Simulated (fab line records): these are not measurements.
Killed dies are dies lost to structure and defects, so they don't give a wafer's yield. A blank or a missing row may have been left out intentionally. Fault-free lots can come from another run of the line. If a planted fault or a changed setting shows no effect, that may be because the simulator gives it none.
Chamber matching | flow berkeleyCmos170 | 4 sister chambers for UCB170_V1_CMP_02 on cmp-01
The step polishes SiO2. 8 wafers are shown with their chamber, then 7 later ones without.

WAFERS WITH THEIR CHAMBER
wafer  | chamber | motorCurrentA (A)
L427.6 | 3       | 18.0
L428.1 | 1       | 19.9
L428.3 | 3       | 17.7
L429.3 | 2       | 15.6
L429.5 | 1       | 18.9
L429.6 | 0       | 13.8
L433.1 | 0       | 13.3
L433.4 | 2       | 15.2

WAFERS WITH NO CHAMBER GIVEN
wafer  | motorCurrentA (A)
L433.5 | 15.5
L447.1 | 19.2
L447.3 | 14.9
L447.5 | 17.9
L448.1 | 20.2
L448.4 | 18.1
L448.5 | 19.4

EACH ONE'S CHAMBER
wafer  | from the rows above     | in truth
L433.5 | 2                       | 2
L447.1 | 1                       | 1
L447.3 | can't be placed: 2 or 0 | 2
L447.5 | 3                       | 3
L448.1 | 1                       | 1
L448.4 | 3                       | 3
L448.5 | 1                       | 1
Correctly placed: 6 of 7. Unplaceable from these rows: 1, with the true chamber sitting among the candidates in 1. Number placed wrongly: 0.
How it was worked out, from the rows above alone: a wafer's distance from a chamber is the root of the sum, over the readings, of the square of ((its reading less the chamber's mean) divided by the reading's scatter). If the next closest chamber is less than 2 further off than the closest, the wafer can't be placed; otherwise it belongs to the closest. Each chamber's mean is taken over the wafers shown for it. The scatter: take each reading less its chamber's mean, square it, sum over the shown wafers, divide by the number of wafers less the number of chambers, and take the root.
